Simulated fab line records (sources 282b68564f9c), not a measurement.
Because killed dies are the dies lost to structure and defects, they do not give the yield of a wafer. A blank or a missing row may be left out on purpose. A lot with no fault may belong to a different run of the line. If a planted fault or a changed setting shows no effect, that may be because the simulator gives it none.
What tool caused it?    flow rit_cmos    42 wafers from 14 lots sampled at 3 of the route's 202 steps

== WHAT EACH GAUGE READ, for each wafer ==
RIT_FOX1_THK_MEAS_01. Usual: FOX1_OXIDE_THK gives 353 nm (standard deviation 7).
lot   measured     on             FOX1_OXIDE_THK (nm)  flag
L678  day 1 17:19  film_metro-03  352 352 355          
L680  day 2 05:27  film_metro-04  343 341 350          
L681  day 2 09:24  film_metro-03  352 351 355          
L682  day 2 15:11  film_metro-04  363 358 361          
L683  day 2 19:54  film_metro-03  356 355 352          
L685  day 3 05:14  film_metro-02  342 344 345          
L686  day 3 09:34  film_metro-03  346 340 346          
L689  day 4 01:22  film_metro-02  347 357 351          
L690  day 4 06:22  film_metro-04  353 352 352          
L693  day 4 20:46  film_metro-03  345 344 341          
L694  day 5 01:40  film_metro-04  357 349 350          
L695  day 5 08:45  film_metro-04  347 355 355          
L699  day 6 03:29  film_metro-04  357 360 356          
L701  day 6 13:30  film_metro-03  355 349 355          

RIT_PRETRO_OVL_MEAS_06. Usual: PRETRO_OVL gives 0.3 nm (standard deviation 1).
lot   measured     on          PRETRO_OVL (nm)  flag
L678  day 2 07:23  overlay-02  -0.1 0.4 0.2     
L680  day 2 21:28  overlay-02  -0.3 0.0 0.5     
L681  day 3 00:57  overlay-02  -0.1 0.4 1.4     
L682  day 3 05:37  overlay-02  -1.1 -0.7 0.6    
L683  day 3 09:59  overlay-02  1.2 0.3 1.5      
L685  day 3 19:29  overlay-02  1.6 1.9 0.1      
L686  day 3 23:19  overlay-02  -0.4 -2.3 -0.6   
L689  day 4 15:46  overlay-02  0.8 1.6 0.7      
L690  day 4 20:41  overlay-02  -0.7 -0.1 -0.5   
L693  day 5 12:07  overlay-01  2.8 3.5 2.7      
L694  day 5 17:04  overlay-02  1.1 0.8 -0.5     
L695  day 5 23:58  overlay-01  -0.1 -0.5 -0.3   
L699  day 6 17:55  overlay-01  1.0 0.1 -0.2     
L701  day 7 05:29  overlay-02  0.7 0.2 2.3      

== TOOL THAT RAN EACH LOT (tool first, then ch and the chambers of the sampled wafers, then the start) ==
lot   RIT_PWELL_STRIP_09
L678  plasma_asher-02 ch 0, day 1 22:58
L680  plasma_asher-02 ch 0,1, day 2 11:50
L681  plasma_asher-01 ch 0,1, day 2 15:50
L682  plasma_asher-01 ch 0,1, day 2 20:37
L683  plasma_asher-03 ch 0,1, day 3 01:49
L685  plasma_asher-02 ch 0,1, day 3 10:58
L686  plasma_asher-02 ch 0,1, day 3 15:22
L689  plasma_asher-02 ch 0,1, day 4 06:58
L690  plasma_asher-03 ch 0,1, day 4 11:52
L693  plasma_asher-02 ch 0,1, day 5 02:11
L694  plasma_asher-01 ch 0,1, day 5 08:53
L695  plasma_asher-03 ch 0,1, day 5 14:21
L699  plasma_asher-01 ch 0,1, day 6 08:59
L701  plasma_asher-02 ch 0,1, day 6 19:55
- RIT_PWELL_STRIP_09: strips in O2, time 180 s.

== AS READ BY THE TOOLS THEMSELVES (means over the sampled wafers that have a number; for cases with no such wafer, the mark the record gives instead) ==
RIT_PWELL_STRIP_09. Usual: drypump_motor_current_A at 5.8 A, with a standard deviation of 0.78.
lot   tool             drypump_motor_current_A (A)  flag
L678  plasma_asher-02  4.6                          
L680  plasma_asher-02  5.2                          
L681  plasma_asher-01  6.2                          
L682  plasma_asher-01  6.4                          
L683  plasma_asher-03  5.8                          
L685  plasma_asher-02  5.8                          
L686  plasma_asher-02  5.8                          
L689  plasma_asher-02  5.2                          
L690  plasma_asher-03  5.4                          
L693  plasma_asher-02  5.8                          
L694  plasma_asher-01  6.2                          
L695  plasma_asher-03  5.8                          
L699  plasma_asher-01  6.3                          
L701  plasma_asher-02  5.2                          

== THE ANSWER, worked out from the rows above alone ==
Rule: a lot is off if the mean of its wafers that have a number lies more than 3 standard deviations from the usual mean. Also off: a lot with no number at a reading for which 4 or more lots have one. Any other lot the step has rows for is counted as sound. Order of review: gauges by route order, followed by the tools' own readings, for which a lot's mean as printed above is used. The first step at which some lot is off is used, and at that step the reading that is off furthest; a lot without a number counts as furthest.
Across all readings shown, no lot is off: no conclusion can be drawn from this.

== WHAT THE SIMULATOR PUT IN ==
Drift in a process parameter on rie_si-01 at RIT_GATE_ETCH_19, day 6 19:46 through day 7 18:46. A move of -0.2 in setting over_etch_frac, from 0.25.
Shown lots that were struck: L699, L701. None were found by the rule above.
